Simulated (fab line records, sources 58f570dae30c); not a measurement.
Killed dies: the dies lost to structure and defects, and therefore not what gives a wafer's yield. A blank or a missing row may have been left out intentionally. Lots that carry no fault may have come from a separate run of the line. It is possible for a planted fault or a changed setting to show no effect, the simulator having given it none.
Which tool was responsible? ; flow berkeley-cmos170 ; 15 lots, 45 wafers sampled, at 5 steps of a route of 331

## WHAT EACH GAUGE READ, for each wafer
UCB170_ACTIVE_THK_MEAS_06.
lot;measured;on;ACTIVE_NITRIDE_THK (nm)
L394;day 4 00:32;film-metro-02;221.3 219.1 221.5
L395;day 4 08:39;film-metro-01;218.1 216.3 218.6
L397;day 4 22:43;film-metro-04;222.8 222.8 222.9
L398;day 4 22:44;film-metro-01;216.5 219.1 217.0
L399;day 5 05:15;film-metro-04;217.1 217.7 217.8
L400;day 5 18:15;film-metro-04;216.8 219.3 218.9
L401;day 5 22:56;film-metro-04;221.3 221.7 222.2
L402;day 6 06:26;film-metro-01;218.1 219.5 219.0
L405;day 6 19:13;film-metro-02;218.6 217.6 218.4
L406;day 6 19:13;film-metro-01;219.9 221.1 219.8
L412;day 7 23:20;film-metro-01;219.9 219.8 223.3
L411;day 7 23:21;film-metro-02;217.6 214.8 216.6
L414;day 8 13:37;film-metro-04;219.7 220.4 219.8
L413;day 8 13:37;film-metro-02;221.0 221.4 221.4
L416;day 8 17:44;film-metro-02;220.7 222.5 220.0

UCB170_SACOX_THK_MEAS_02.
lot;measured;on;SACOX_OXIDE_THK (nm)
L394;day 5 03:50;film-metro-04;14.69 14.49 14.36
L395;day 5 08:53;film-metro-03;14.32 14.05 14.24
L397;day 5 23:20;film-metro-03;14.14 14.29 14.30
L398;day 5 23:21;film-metro-02;14.42 14.51 14.35
L399;day 6 04:56;film-metro-02;14.85 14.90 14.62
L400;day 6 19:02;film-metro-04;14.54 14.60 14.72
L401;day 6 23:33;film-metro-02;14.83 14.80 14.78
L402;day 7 08:58;film-metro-03;14.22 14.39 14.37
L405;day 7 20:10;film-metro-02;14.05 14.41 13.71
L406;day 7 20:10;film-metro-03;14.69 14.54 14.53
L412;day 8 20:52;film-metro-04;14.37 14.74 14.61
L411;day 8 20:53;film-metro-02;14.34 14.52 14.26
L414;day 9 13:00;film-metro-04;14.62 14.50 14.66
L413;day 9 13:01;film-metro-02;14.31 14.44 14.28
L416;day 9 15:55;film-metro-03;14.29 14.43 14.40

UCB170_PVT_OVL_MEAS_06.
lot;measured;on;PVT_OVL (nm)
L394;day 5 21:32;overlay-01;9 8 8
L395;day 5 21:23;overlay-02;-2 -3 1
L397;day 6 14:31;overlay-01;-4 -4 -13
L398;day 6 14:19;overlay-02;12 8 -1
L399;day 6 21:07;overlay-02;4 -2 -2
L400;day 7 13:17;overlay-02;4 5 2
L401;day 7 12:53;overlay-02;-3 -1 3
L402;day 7 19:53;overlay-02;- - -
L405;day 8 07:28;overlay-02;- - -
L406;day 8 07:14;overlay-02;- - -
L412;day 9 07:35;overlay-01;1 2 2
L411;day 9 08:20;overlay-02;5 0 -4
L414;day 10 01:28;overlay-02;6 6 8
L413;day 10 01:12;overlay-02;-7 -5 -5
L416;day 10 02:47;overlay-02;-2 -6 -10

UCB170_GATE_CD_MEAS_90: target cd 350 nm.
lot;measured;on;cd-nm (nm)
L394;day 6 10:17;cd-sem-02;351.8 352.5 351.7
L395;day 6 10:04;cd-sem-02;349.5 348.4 348.7
L397;day 7 07:36;cd-sem-02;351.4 351.6 351.8
L398;day 7 07:22;cd-sem-01;352.0 349.7 350.3
L399;day 7 14:05;cd-sem-02;352.5 351.3 351.8
L400;day 8 01:27;cd-sem-01;350.7 348.7 349.5
L401;day 8 01:14;cd-sem-02;349.1 350.2 349.2
L402;day 8 05:44;cd-sem-01;352.4 352.5 352.5
L405;day 8 19:55;cd-sem-02;349.4 349.7 350.8
L406;day 8 20:10;cd-sem-01;350.1 349.7 349.7
L412;day 9 18:02;cd-sem-01;351.0 350.0 350.3
L411;day 9 18:49;cd-sem-01;350.5 352.0 349.7
L414;day 10 14:08;cd-sem-01;348.5 350.3 350.8
L413;day 10 14:06;cd-sem-02;352.2 352.5 352.2
L416;day 10 13:52;cd-sem-01;351.1 351.1 350.8

## WHAT TOOL EACH LOT RAN ON (gives the tool, then ch and the chambers of the sampled wafers, and finally the start)
lot;UCB170_PVT_COAT_01
L394;litho-track-03 ch 0, day 5 20:22
L395;litho-track-02 ch 0, day 5 19:58
L397;litho-track-03 ch 0, day 6 13:35
L398;litho-track-01 ch 0, day 6 13:38
L399;litho-track-01 ch 0, day 6 20:08
L400;litho-track-03 ch 0, day 7 12:19
L401;litho-track-01 ch 0, day 7 11:44
L402;litho-track-03, day 7 19:03
L405;litho-track-02, day 8 06:34
L406;litho-track-01, day 8 06:34
L412;litho-track-02 ch 0, day 9 06:47
L411;litho-track-02 ch 0, day 9 07:16
L414;litho-track-01 ch 0, day 9 23:16
L413;litho-track-02 ch 0, day 9 23:02
L416;litho-track-01 ch 0, day 10 01:53
- UCB170_PVT_COAT_01: resist thk 900 nm.

## AS READ BY THE TOOLS THEMSELVES (means over the sampled wafers that have a number; for cases with no such wafer, the mark the record gives instead)
UCB170_PVT_COAT_01.
lot;tool;chill-plate-temp-C (C);dispense-pressure-kPa (kPa)
L394;litho-track-03;22.91;49.3
L395;litho-track-02;23.03;47.5
L397;litho-track-03;23.08;49.3
L398;litho-track-01;23.05;53.0
L399;litho-track-01;23.08;53.0
L400;litho-track-03;22.97;49.3
L401;litho-track-01;23.02;53.0
L402;litho-track-03;-;-
L405;litho-track-02;-;-
L406;litho-track-01;-;-
L412;litho-track-02;22.92;47.5
L411;litho-track-02;23.12;47.5
L414;litho-track-01;23.06;53.0
L413;litho-track-02;23.04;47.5
L416;litho-track-01;22.93;53.0

## THE ANSWER, worked out from the rows above alone
Rule: the usual values come from the lots themselves. Put in order of their means at a reading, lots are off if they are a third of the lots or fewer, leave a main group of 4 or more, and stand apart from it by a gap of 3 or more times the standard deviation of the main group's means; of several such gaps the widest counts. If all means in a main group match to the digits the tables above print for the reading, that group is not used. A lot without any number at a reading at which 4 lots or more have one is off too. Where the step has rows for the other lots, those lots are counted as sound. The gauges are gone through in route order, then the tools' own readings, and for those a lot's mean is taken as printed above. At the first step where some lot is off, the reading lying furthest off is the one used; lots without a number count as furthest.
Off: L402, L405, L406, seen at UCB170_PVT_OVL_MEAS_06 (PVT_OVL). Without a number there: L402, L405, L406. The main group: mean 1 nm, standard deviation 4.9.
A tool fits if, at a process step before that reading, it ran every lot that is off, and no sound lot after the first of them. The gauges at UCB170_PVT_OVL_MEAS_06 aren't tried: what is off there is off at UCB170_PVT_COAT_01 too, on other tools, and a gauge's error can't cause that. None of those tried fits.

## WHAT HAD BEEN PUT IN BY THE SIMULATOR
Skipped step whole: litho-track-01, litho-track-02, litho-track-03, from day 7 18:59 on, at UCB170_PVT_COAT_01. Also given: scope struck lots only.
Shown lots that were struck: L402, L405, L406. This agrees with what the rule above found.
